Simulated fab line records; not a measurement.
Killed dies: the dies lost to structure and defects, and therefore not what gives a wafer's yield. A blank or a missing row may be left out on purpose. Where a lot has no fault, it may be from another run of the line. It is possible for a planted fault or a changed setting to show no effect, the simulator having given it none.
fab line records :: flow ritCmos
record:
  lots: 6
  wafers: 18
  lastDay: 7
route steps=202 shown NSD@138 PSD@142 M1@202
lots that met no fault: from a run of the same line without faults
startH: hours from the record's opening day to when the first of the lot's shown wafers began :: waitH: hours from the lot's prior step to this one :: " identical to the entry in the row above :: L1.1+2: several wafers, shown together as one row :: - no value, or no start was given :: * or withheld: withheld :: < > ~ a bound
route shown NAME@n: names a module that has steps shown in the file, with the first one's number in the route :: usual: the fault-free wafers' mean and standard deviation :: same: alike in all rows :: chamber/n: place in a boat :: sites: each site's reading :: _std_site: how widely they spread, as a standard deviation :: _edge_site: inner sites' mean taken away from outer sites' mean :: radiusMm: how far each site lies from the wafer's centre :: mask NAME#n: copy n :: behind: the most recent tool/chamber to have shaped the wafer :: hold: why the lot went on hold/how many hours it stayed there/how the hold came to an end :: device: the n, p or np transistor that did not switch :: end of line: the tests these same wafers got at the end of their route :: for a step that has no rows: nothing shown but its recipe :: killed: the dies lost at the first sort to structure and to defects; this is not the yield of the wafer :: map: shows each die of a wafer: x if killed, . if not, _ if none is there
set.NAME: the setting that was run; set.NAME@STEP: the one run at that earlier step :: model.NAME: the simulator's own value behind a step, which no gauge read
a table for each step, a row for each wafer; lots at some steps of the route
services: a tool's chamber out of use, with start hour (startH, from the record's first day; less than 0 if before it), hours out, and reason
== steps ==
step: RIT_NSD_HARDBAKE_07
recipe:
  resist: NOVOLAK
  tempC: 140
  timeS: 60
step: RIT_NSD_IMPLANT_08
recipe:
  species: P
  energyKev: 25
  doseCm2: 9.916e+14
  tiltDeg: 7
step: RIT_NSD_STRIP_09
recipe:
  chemistry: O2
  timeS: 180
  resist: NOVOLAK
  platenTempC: withheld
  powerW: 500
  pressureMtorr: 4000
  o2FlowSccm: 4000
usual:
  drypumpMotorCurrentA: 5.7/0.61
lot.wafer: L528.2
tool: plasmaAsher-02
chamber: 1
startH: 64.15
waitH: 0.1
drypumpMotorCurrentA: 6.5
rfHoursCounterH: 26

lot.wafer: L528.5
tool: plasmaAsher-02
chamber: 1
startH: 64.15
waitH: 0.1
drypumpMotorCurrentA: 6.5
rfHoursCounterH: -

lot.wafer: L528.6
tool: plasmaAsher-02
chamber: 0
startH: 64.15
waitH: 0.1
drypumpMotorCurrentA: 6.0
rfHoursCounterH: -

lot.wafer: L529.2
tool: plasmaAsher-02
chamber: 0
startH: 71.44
waitH: 0.1
drypumpMotorCurrentA: 6.0
rfHoursCounterH: 27

lot.wafer: L529.3
tool: plasmaAsher-02
chamber: 0
startH: 71.44
waitH: 0.1
drypumpMotorCurrentA: 6.0
rfHoursCounterH: -

lot.wafer: L529.6
tool: plasmaAsher-02
chamber: 0
startH: 71.44
waitH: 0.1
drypumpMotorCurrentA: 6.0
rfHoursCounterH: -

lot.wafer: L534.2
tool: plasmaAsher-01
chamber: 0
startH: 101.63
waitH: 0.1
drypumpMotorCurrentA: 5.4
rfHoursCounterH: 47

lot.wafer: L534.3
tool: plasmaAsher-01
chamber: 0
startH: 101.63
waitH: 0.1
drypumpMotorCurrentA: 5.4
rfHoursCounterH: -

lot.wafer: L534.5
tool: plasmaAsher-01
chamber: 0
startH: 101.63
waitH: 0.1
drypumpMotorCurrentA: 5.4
rfHoursCounterH: -

lot.wafer: L536.1
tool: plasmaAsher-03
chamber: 1
startH: 109.54
waitH: 0.1
drypumpMotorCurrentA: 4.9
rfHoursCounterH: 48

lot.wafer: L536.2
tool: plasmaAsher-03
chamber: 0
startH: 109.54
waitH: 0.1
drypumpMotorCurrentA: 5.7
rfHoursCounterH: 48

lot.wafer: L536.3
tool: plasmaAsher-03
chamber: 1
startH: 109.54
waitH: 0.1
drypumpMotorCurrentA: 4.9
rfHoursCounterH: -

lot.wafer: L541.2
tool: plasmaAsher-03
chamber: 1
startH: 129.02
waitH: 0.1
drypumpMotorCurrentA: 4.9
rfHoursCounterH: 51

lot.wafer: L541.3
tool: plasmaAsher-03
chamber: 0
startH: 129.02
waitH: 0.1
drypumpMotorCurrentA: 5.7
rfHoursCounterH: -

lot.wafer: L541.4
tool: plasmaAsher-03
chamber: 1
startH: 129.02
waitH: 0.1
drypumpMotorCurrentA: 4.9
rfHoursCounterH: -

lot.wafer: L546.3
tool: plasmaAsher-03
chamber: 0
startH: 152.62
waitH: 0.1
drypumpMotorCurrentA: 5.7
rfHoursCounterH: -

lot.wafer: L546.4
tool: plasmaAsher-03
chamber: 1
startH: 152.62
waitH: 0.1
drypumpMotorCurrentA: 4.9
rfHoursCounterH: -

lot.wafer: L546.6
tool: plasmaAsher-03
chamber: 1
startH: 152.62
waitH: 0.1
drypumpMotorCurrentA: 4.9
rfHoursCounterH: -
step: RIT_NSD_TW_MEAS_10
usual:
  NSD_TW: 3104/15
lot.wafer: L528.2
tool: filmMetro-04
chamber: -
startH: 64.34
waitH: 0.1
NSD_TW: 3131

lot.wafer: L528.5
tool: filmMetro-04
chamber: -
startH: 64.34
waitH: 0.1
NSD_TW: 3126

lot.wafer: L528.6
tool: filmMetro-04
chamber: -
startH: 64.34
waitH: 0.1
NSD_TW: 3108

lot.wafer: L529.2
tool: filmMetro-01
chamber: -
startH: 71.63
waitH: 0.1
NSD_TW: 3094

lot.wafer: L529.3
tool: filmMetro-01
chamber: -
startH: 71.63
waitH: 0.1
NSD_TW: 3105

lot.wafer: L529.6
tool: filmMetro-01
chamber: -
startH: 71.63
waitH: 0.1
NSD_TW: 3083

lot.wafer: L534.2
tool: filmMetro-04
chamber: -
startH: 101.81
waitH: 0.1
NSD_TW: 3104

lot.wafer: L534.3
tool: filmMetro-04
chamber: -
startH: 101.81
waitH: 0.1
NSD_TW: 3127

lot.wafer: L534.5
tool: filmMetro-04
chamber: -
startH: 101.81
waitH: 0.1
NSD_TW: 3084

lot.wafer: L536.1
tool: filmMetro-02
chamber: -
startH: 109.72
waitH: 0.1
NSD_TW: 3083

lot.wafer: L536.2
tool: filmMetro-02
chamber: -
startH: 109.72
waitH: 0.1
NSD_TW: 3078

lot.wafer: L536.3
tool: filmMetro-02
chamber: -
startH: 109.72
waitH: 0.1
NSD_TW: 3085

lot.wafer: L541.2
tool: filmMetro-04
chamber: -
startH: 129.20
waitH: 0.1
NSD_TW: 3116

lot.wafer: L541.3
tool: filmMetro-04
chamber: -
startH: 129.20
waitH: 0.1
NSD_TW: 3115

lot.wafer: L541.4
tool: filmMetro-04
chamber: -
startH: 129.20
waitH: 0.1
NSD_TW: 3106

lot.wafer: L546.3
tool: filmMetro-01
chamber: -
startH: 152.76
waitH: 0.1
NSD_TW: 3098

lot.wafer: L546.4
tool: filmMetro-01
chamber: -
startH: 152.76
waitH: 0.1
NSD_TW: 3123

lot.wafer: L546.6
tool: filmMetro-01
chamber: -
startH: 152.76
waitH: 0.1
NSD_TW: 3116
step: RIT_PSD_HMDS_00
recipe:
  primeTimeS: 60
  primeTempC: 140
step: RIT_PSD_COAT_01
recipe:
  resist: NOVOLAK
  spinRpm: 3250
  resistThkNm: 1000
step: RIT_PSD_SOFTBAKE_02
recipe:
  resist: NOVOLAK
  tempC: 90
  timeS: 60
step: RIT_PSD_EXPOSE_03
recipe:
  maskId: M10
  na: 0.57
  targetCdNm: 40900
  doseMj: 250
step: RIT_PSD_PEB_04
recipe:
  resist: NOVOLAK
  tempC: withheld
  timeS: withheld
step: RIT_PSD_DEVELOP_05
recipe:
  resist: NOVOLAK
  developTimeS: 50
  devTempC: 23
step: RIT_PSD_OVL_MEAS_06
usual:
  PSD_OVL: 0.0/1.3
lot.wafer: L528.2
tool: overlay-02
chamber: -
startH: 65.24
waitH: -
PSD_OVL[nm]: 1.3

lot.wafer: L528.5
tool: overlay-02
chamber: -
startH: 65.24
waitH: -
PSD_OVL[nm]: 0.7

lot.wafer: L528.6
tool: overlay-02
chamber: -
startH: 65.24
waitH: -
PSD_OVL[nm]: 1.0

lot.wafer: L529.2
tool: overlay-01
chamber: -
startH: 72.66
waitH: -
PSD_OVL[nm]: -2.8

lot.wafer: L529.3
tool: overlay-01
chamber: -
startH: 72.66
waitH: -
PSD_OVL[nm]: -2.3

lot.wafer: L529.6
tool: overlay-01
chamber: -
startH: 72.66
waitH: -
PSD_OVL[nm]: -1.8

lot.wafer: L534.2
tool: overlay-02
chamber: -
startH: 103.01
waitH: -
PSD_OVL[nm]: -0.7

lot.wafer: L534.3
tool: overlay-02
chamber: -
startH: 103.01
waitH: -
PSD_OVL[nm]: 2.2

lot.wafer: L534.5
tool: overlay-02
chamber: -
startH: 103.01
waitH: -
PSD_OVL[nm]: 0.3

lot.wafer: L536.1
tool: overlay-02
chamber: -
startH: 110.78
waitH: -
PSD_OVL[nm]: 0.3

lot.wafer: L536.2
tool: overlay-02
chamber: -
startH: 110.78
waitH: -
PSD_OVL[nm]: -1.0

lot.wafer: L536.3
tool: overlay-02
chamber: -
startH: 110.78
waitH: -
PSD_OVL[nm]: 2.8

lot.wafer: L541.2
tool: overlay-02
chamber: -
startH: 130.23
waitH: -
PSD_OVL[nm]: 1.1

lot.wafer: L541.3
tool: overlay-02
chamber: -
startH: 130.23
waitH: -
PSD_OVL[nm]: 1.3

lot.wafer: L541.4
tool: overlay-02
chamber: -
startH: 130.23
waitH: -
PSD_OVL[nm]: 0.8

lot.wafer: L546.3
tool: overlay-02
chamber: -
startH: 153.66
waitH: -
PSD_OVL[nm]: -1.5

lot.wafer: L546.4
tool: overlay-02
chamber: -
startH: 153.66
waitH: -
PSD_OVL[nm]: 0.0

lot.wafer: L546.6
tool: overlay-02
chamber: -
startH: 153.66
waitH: -
PSD_OVL[nm]: 1.8
step: RIT_PSD_HARDBAKE_07
recipe:
  resist: NOVOLAK
  tempC: 140
  timeS: 60
step: RIT_PSD_IMPLANT_08
recipe:
  species: BF2
  energyKev: 27
  doseCm2: 5e+15
  tiltDeg: 7
usual:
  beamEnergyKeV: 26.999/0.0089
  doseIonsCm2: 5.001e+15/5.8e+12
  endStationPressureTorr: 1.5e-05/2.1e-06
lot.wafer: L528.2
tool: implanter-04
chamber: 0
startH: 65.45
waitH: 0.1
beamEnergyKeV: 26.995
doseIonsCm2: 5e+15
endStationPressureTorr: 1.28e-05

lot.wafer: L528.5
tool: implanter-04
chamber: 0
startH: 65.45
waitH: 0.1
beamEnergyKeV: 26.999
doseIonsCm2: 4.999e+15
endStationPressureTorr: 1.15e-05

lot.wafer: L528.6
tool: implanter-04
chamber: 0
startH: 65.45
waitH: 0.1
beamEnergyKeV: 26.989
doseIonsCm2: 5.004e+15
endStationPressureTorr: 1.11e-05

lot.wafer: L529.2
tool: implanter-04
chamber: 0
startH: 72.86
waitH: 0.1
beamEnergyKeV: 26.986
doseIonsCm2: 5.001e+15
endStationPressureTorr: 1.26e-05

lot.wafer: L529.3
tool: implanter-04
chamber: 0
startH: 72.86
waitH: 0.1
beamEnergyKeV: 26.988
doseIonsCm2: 5.009e+15
endStationPressureTorr: 1.16e-05

lot.wafer: L529.6
tool: implanter-04
chamber: 0
startH: 72.86
waitH: 0.1
beamEnergyKeV: 26.979
doseIonsCm2: 5.004e+15
endStationPressureTorr: 1.17e-05

lot.wafer: L534.2
tool: implanter-02
chamber: 0
startH: 103.26
waitH: 0.1
beamEnergyKeV: 26.989
doseIonsCm2: 5.009e+15
endStationPressureTorr: 1.58e-05

lot.wafer: L534.3
tool: implanter-02
chamber: 0
startH: 103.26
waitH: 0.1
beamEnergyKeV: 26.986
doseIonsCm2: 5.001e+15
endStationPressureTorr: 1.68e-05

lot.wafer: L534.5
tool: implanter-02
chamber: 0
startH: 103.26
waitH: 0.1
beamEnergyKeV: 26.977
doseIonsCm2: 5.007e+15
endStationPressureTorr: 1.64e-05

lot.wafer: L536.1
tool: implanter-04
chamber: 0
startH: 110.96
waitH: 0.1
beamEnergyKeV: 26.999
doseIonsCm2: 4.998e+15
endStationPressureTorr: 1.06e-05

lot.wafer: L536.2
tool: implanter-04
chamber: 0
startH: 110.96
waitH: 0.1
beamEnergyKeV: 26.986
doseIonsCm2: 4.997e+15
endStationPressureTorr: 1.15e-05

lot.wafer: L536.3
tool: implanter-04
chamber: 0
startH: 110.96
waitH: 0.1
beamEnergyKeV: 26.986
doseIonsCm2: 5.005e+15
endStationPressureTorr: 1.26e-05

lot.wafer: L541.2
tool: implanter-02
chamber: 0
startH: 130.44
waitH: 0.1
beamEnergyKeV: 26.993
doseIonsCm2: 5.427e+15
endStationPressureTorr: 1.5e-05

lot.wafer: L541.3
tool: implanter-02
chamber: 0
startH: 130.44
waitH: 0.1
beamEnergyKeV: 26.975
doseIonsCm2: 5.431e+15
endStationPressureTorr: 1.63e-05

lot.wafer: L541.4
tool: implanter-02
chamber: 0
startH: 130.44
waitH: 0.1
beamEnergyKeV: 27.000
doseIonsCm2: 5.433e+15
endStationPressureTorr: 1.56e-05

lot.wafer: L546.3
tool: implanter-02
chamber: 0
startH: 153.88
waitH: 0.1
beamEnergyKeV: 26.986
doseIonsCm2: 5.425e+15
endStationPressureTorr: 1.52e-05

lot.wafer: L546.4
tool: implanter-02
chamber: 0
startH: 153.88
waitH: 0.1
beamEnergyKeV: 26.987
doseIonsCm2: 5.43e+15
endStationPressureTorr: 1.72e-05

lot.wafer: L546.6
tool: implanter-02
chamber: 0
startH: 153.88
waitH: 0.1
beamEnergyKeV: 26.991
doseIonsCm2: 5.425e+15
endStationPressureTorr: 1.55e-05
step: RIT_PSD_STRIP_09
recipe:
  chemistry: O2
  timeS: 180
  resist: NOVOLAK
  platenTempC: withheld
  powerW: 500
  pressureMtorr: 4000
  o2FlowSccm: 4000
usual:
  drypumpMotorCurrentA: 5.8/0.6
lot.wafer: L528.2
tool: plasmaAsher-02
chamber: 0
startH: 65.57
waitH: 0.1
drypumpMotorCurrentA: 6.0
rfHoursCounterH: 27

lot.wafer: L528.5
tool: plasmaAsher-02
chamber: 1
startH: 65.57
waitH: 0.1
drypumpMotorCurrentA: 6.5
rfHoursCounterH: -

lot.wafer: L528.6
tool: plasmaAsher-02
chamber: 0
startH: 65.57
waitH: 0.1
drypumpMotorCurrentA: 6.0
rfHoursCounterH: -

lot.wafer: L529.2
tool: plasmaAsher-02
chamber: 1
startH: 72.99
waitH: 0.1
drypumpMotorCurrentA: 6.5
rfHoursCounterH: 27

lot.wafer: L529.3
tool: plasmaAsher-02
chamber: 0
startH: 72.99
waitH: 0.1
drypumpMotorCurrentA: 6.0
rfHoursCounterH: -

lot.wafer: L529.6
tool: plasmaAsher-02
chamber: 0
startH: 72.99
waitH: 0.1
drypumpMotorCurrentA: 6.0
rfHoursCounterH: -

lot.wafer: L534.2
tool: plasmaAsher-02
chamber: 0
startH: 103.38
waitH: 0.1
drypumpMotorCurrentA: 6.1
rfHoursCounterH: 30

lot.wafer: L534.3
tool: plasmaAsher-02
chamber: 1
startH: 103.38
waitH: 0.1
drypumpMotorCurrentA: 6.5
rfHoursCounterH: -

lot.wafer: L534.5
tool: plasmaAsher-02
chamber: 0
startH: 103.38
waitH: 0.1
drypumpMotorCurrentA: 6.0
rfHoursCounterH: -

lot.wafer: L536.1
tool: plasmaAsher-04
chamber: 1
startH: 111.11
waitH: 0.1
drypumpMotorCurrentA: 5.0
rfHoursCounterH: 47

lot.wafer: L536.2
tool: plasmaAsher-04
chamber: 0
startH: 111.11
waitH: 0.1
drypumpMotorCurrentA: 6.1
rfHoursCounterH: 47

lot.wafer: L536.3
tool: plasmaAsher-04
chamber: 0
startH: 111.11
waitH: 0.1
drypumpMotorCurrentA: 6.1
rfHoursCounterH: -

lot.wafer: L541.2
tool: plasmaAsher-02
chamber: 1
startH: 130.56
waitH: 0.1
drypumpMotorCurrentA: 6.5
rfHoursCounterH: 34

lot.wafer: L541.3
tool: plasmaAsher-02
chamber: 0
startH: 130.56
waitH: 0.1
drypumpMotorCurrentA: 6.0
rfHoursCounterH: -

lot.wafer: L541.4
tool: plasmaAsher-02
chamber: 1
startH: 130.56
waitH: 0.1
drypumpMotorCurrentA: 6.5
rfHoursCounterH: -

lot.wafer: L546.3
tool: plasmaAsher-02
chamber: 1
startH: 154.04
waitH: 0.1
drypumpMotorCurrentA: 6.5
rfHoursCounterH: -

lot.wafer: L546.4
tool: plasmaAsher-02
chamber: 0
startH: 154.04
waitH: 0.1
drypumpMotorCurrentA: 6.0
rfHoursCounterH: -

lot.wafer: L546.6
tool: plasmaAsher-02
chamber: 0
startH: 154.04
waitH: 0.1
drypumpMotorCurrentA: 6.0
rfHoursCounterH: -
step: RIT_M1_PROBE_99
usual:
  killedAtContacts: 0.1/0.27
  killedAtFrontEnd: 7/3
  killedDies: 7.0/3
  killedOpen: 3.5/2.1
  killedShort: 3.4/1.9
same:
  grossDies: 264
  killed_at_M0_to_M3: 0
  killed_at_M4_up: 0
  killedAtBackSide: 0
  killedAtOther: 0
lot.wafer: L528.2
tool: prober-02
chamber: -
startH: 73.78
waitH: 0.1
killedAtContacts: 0
killedAtFrontEnd: 11
killedDies: 11
killedOpen: 4
killedShort: 7

lot.wafer: L528.5
tool: prober-02
chamber: -
startH: 73.93
waitH: 0.2
killedAtContacts: 1
killedAtFrontEnd: 4
killedDies: 5
killedOpen: 2
killedShort: 3

lot.wafer: L528.6
tool: prober-02
chamber: -
startH: 73.98
waitH: 0.2
killedAtContacts: 0
killedAtFrontEnd: 7
killedDies: 7
killedOpen: 3
killedShort: 4

lot.wafer: L529.2
tool: prober-01
chamber: -
startH: 81.28
waitH: 0.1
killedAtContacts: 0
killedAtFrontEnd: 6
killedDies: 6
killedOpen: 3
killedShort: 3

lot.wafer: L529.3
tool: prober-01
chamber: -
startH: 81.33
waitH: 0.2
killedAtContacts: 1
killedAtFrontEnd: 4
killedDies: 5
killedOpen: 2
killedShort: 3

lot.wafer: L529.6
tool: prober-01
chamber: -
startH: 81.48
waitH: 0.2
killedAtContacts: 0
killedAtFrontEnd: 8
killedDies: 8
killedOpen: 5
killedShort: 3

lot.wafer: L534.2
tool: prober-02
chamber: -
startH: 111.75
waitH: 0.1
killedAtContacts: 0
killedAtFrontEnd: 11
killedDies: 11
killedOpen: 5
killedShort: 6

lot.wafer: L534.3
tool: prober-02
chamber: -
startH: 111.80
waitH: 0.2
killedAtContacts: 0
killedAtFrontEnd: 12
killedDies: 12
killedOpen: 7
killedShort: 5

lot.wafer: L534.5
tool: prober-02
chamber: -
startH: 111.90
waitH: 0.2
killedAtContacts: 0
killedAtFrontEnd: 6
killedDies: 6
killedOpen: 4
killedShort: 2

lot.wafer: L536.1
tool: prober-02
chamber: -
startH: 119.40
waitH: 0.1
killedAtContacts: 0
killedAtFrontEnd: 4
killedDies: 4
killedOpen: 3
killedShort: 1

lot.wafer: L536.2
tool: prober-02
chamber: -
startH: 119.45
waitH: 0.1
killedAtContacts: 0
killedAtFrontEnd: 3
killedDies: 3
killedOpen: 2
killedShort: 1

lot.wafer: L536.3
tool: prober-02
chamber: -
startH: 119.50
waitH: 0.2
killedAtContacts: 0
killedAtFrontEnd: 8
killedDies: 8
killedOpen: 4
killedShort: 4

lot.wafer: L541.2
tool: prober-01
chamber: -
startH: 138.74
waitH: 0.1
killedAtContacts: 0
killedAtFrontEnd: 2
killedDies: 2
killedOpen: 2
killedShort: 0

lot.wafer: L541.3
tool: prober-01
chamber: -
startH: 138.79
waitH: 0.2
killedAtContacts: 0
killedAtFrontEnd: 3
killedDies: 3
killedOpen: 0
killedShort: 3

lot.wafer: L541.4
tool: prober-01
chamber: -
startH: 138.84
waitH: 0.2
killedAtContacts: 0
killedAtFrontEnd: 8
killedDies: 8
killedOpen: 3
killedShort: 5

lot.wafer: L546.3
tool: prober-02
chamber: -
startH: 163.77
waitH: 0.2
killedAtContacts: 0
killedAtFrontEnd: 5
killedDies: 5
killedOpen: 2
killedShort: 3

lot.wafer: L546.4
tool: prober-02
chamber: -
startH: 163.82
waitH: 0.2
killedAtContacts: 0
killedAtFrontEnd: 3
killedDies: 3
killedOpen: 1
killedShort: 2

lot.wafer: L546.6
tool: prober-02
chamber: -
startH: 163.92
waitH: 0.2
killedAtContacts: 0
killedAtFrontEnd: 8
killedDies: 8
killedOpen: 3
killedShort: 5
killed by level:class
L528.2 GATE:geometricParticle:short=4 REOX:geometricParticle:short=2 FOX1:geometricParticle:short=1 FOX1:geometricParticle:open=1 FOX2:geometricParticle:open=1 GATE:geometricParticle:open=1 SILICIDE:geometricParticle:open=1
L528.5 FOX1:geometricParticle:short=2 GATE:geometricParticle:open=1 SPACER:geometricParticle:short=1 CONTACT:geometricParticle:open=1
L528.6 SPACER:geometricParticle:short=2 FOX2:geometricParticle:short=1 GATE:geometricParticle:short=1 GATE:geometricParticle:open=1 SPACER:geometricParticle:open=1 SILICIDE:geometricParticle:open=1
L529.2 GATE:geometricParticle:short=2 FOX1:geometricParticle:open=1 GATE:geometricParticle:open=1 SPACER:geometricParticle:open=1 SILICIDE:geometricParticle:short=1
L529.3 GATE:geometricParticle:short=2 FOX1:geometricParticle:short=1 FOX1:geometricParticle:open=1 CONTACT:geometricParticle:open=1
L529.6 REOX:geometricParticle:open=3 SILICIDE:geometricParticle:short=3 FOX1:geometricParticle:open=1 GATE:geometricParticle:open=1
L534.2 GATE:geometricParticle:short=3 GATE:geometricParticle:open=2 FOX1:geometricParticle:short=1 FOX2:geometricParticle:open=1 REOX:geometricParticle:open=1 REOX:geometricParticle:short=1 SILICIDE:geometricParticle:short=1 SILICIDE:geometricParticle:open=1
L534.3 GATE:geometricParticle:open=3 FOX1:geometricParticle:short=2 GATE:geometricParticle:short=2 SILICIDE:geometricParticle:open=2 FOX1:geometricParticle:open=1 FOX2:geometricParticle:short=1 REOX:geometricParticle:open=1
L534.5 FOX1:geometricParticle:open=2 FOX2:geometricParticle:open=1 GATE:geometricParticle:open=1 REOX:geometricParticle:short=1 SILICIDE:geometricParticle:short=1
L536.1 SILICIDE:geometricParticle:open=2 GATE:geometricParticle:open=1 SPACER:geometricParticle:short=1
L536.2 FOX1:geometricParticle:open=1 GATE:geometricParticle:open=1 GATE:geometricParticle:short=1
L536.3 GATE:geometricParticle:open=3 FOX2:geometricParticle:short=2 SPACER:geometricParticle:short=2 FOX2:geometricParticle:open=1
L541.2 SILICIDE:geometricParticle:open=2
L541.3 FOX1:geometricParticle:short=2 GATE:geometricParticle:short=1
L541.4 FOX1:geometricParticle:short=2 GATE:geometricParticle:short=2 FOX1:geometricParticle:open=1 FOX2:geometricParticle:open=1 GATE:geometricParticle:open=1 SPACER:geometricParticle:short=1
L546.3 GATE:geometricParticle:short=2 FOX2:geometricParticle:short=1 REOX:geometricParticle:open=1 SILICIDE:geometricParticle:open=1
L546.4 GATE:geometricParticle:short=2 GATE:geometricParticle:open=1
L546.6 GATE:geometricParticle:short=3 FOX1:geometricParticle:short=1 FOX1:geometricParticle:open=1 GATE:geometricParticle:open=1 SPACER:geometricParticle:open=1 SILICIDE:geometricParticle:short=1
== services ==
tool: implanter-04
chamber: -
startH: 54.87
hours: 3.8
kind: pm

tool: implanter-02
chamber: -
startH: 58.44
hours: 2.9
kind: pm

tool: plasmaAsher-03
chamber: -
startH: 63.43
hours: 0.4
kind: repair

tool: implanter-02
chamber: -
startH: 78.32
hours: 2.1
kind: repair

tool: plasmaAsher-01
chamber: -
startH: 108.87
hours: 9.0
kind: pm

tool: plasmaAsher-01
chamber: 0
startH: 108.87
hours: 9.0
kind: ventCycle

tool: plasmaAsher-01
chamber: 1
startH: 108.87
hours: 9.0
kind: ventCycle

tool: plasmaAsher-01
chamber: -
startH: 117.87
hours: 2.8
kind: pm

tool: plasmaAsher-01
chamber: 0
startH: 117.87
hours: -
kind: clean

tool: plasmaAsher-01
chamber: 1
startH: 117.87
hours: -
kind: clean

tool: plasmaAsher-01
chamber: -
startH: 120.62
hours: 14.6
kind: pm

tool: implanter-04
chamber: -
startH: 121.91
hours: 3.4
kind: repair

tool: implanter-02
chamber: -
startH: 141.39
hours: 5.6
kind: repair
== key ==
firstSign:
  step: RIT_PSD_IMPLANT_08
  reading: doseIonsCm2
  direction: up
  sigmas: 74
  usual: 5.001e+15
  struck: 5.429e+15
effect none on later readings
metAt RIT_PSD_IMPLANT_08
struckWafers L541.2,L541.3,L541.4,L546.3,L546.4,L546.6
testerLeftOut L541,L546
onsetBetween 103.26 130.44
fault:
  kind: processParameterDrift
  tool: implanter-02
  chamber: -
  onsetH: 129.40
  steps: RIT_PSD_IMPLANT_08
  channel: doseCm2
  offset: 4.3269e+14
  shape: step
  endH: 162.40
  actsIn: theseRecipesOnly
  stated: 5e+15
testerLeftOut: of these lots the tester's yield and bins aren't shown, on N5 and GAA mostly nor the transistor test; their killed dies are dies lost to structure and defects alone, not to doping, threshold or leakage, so they don't give the yield
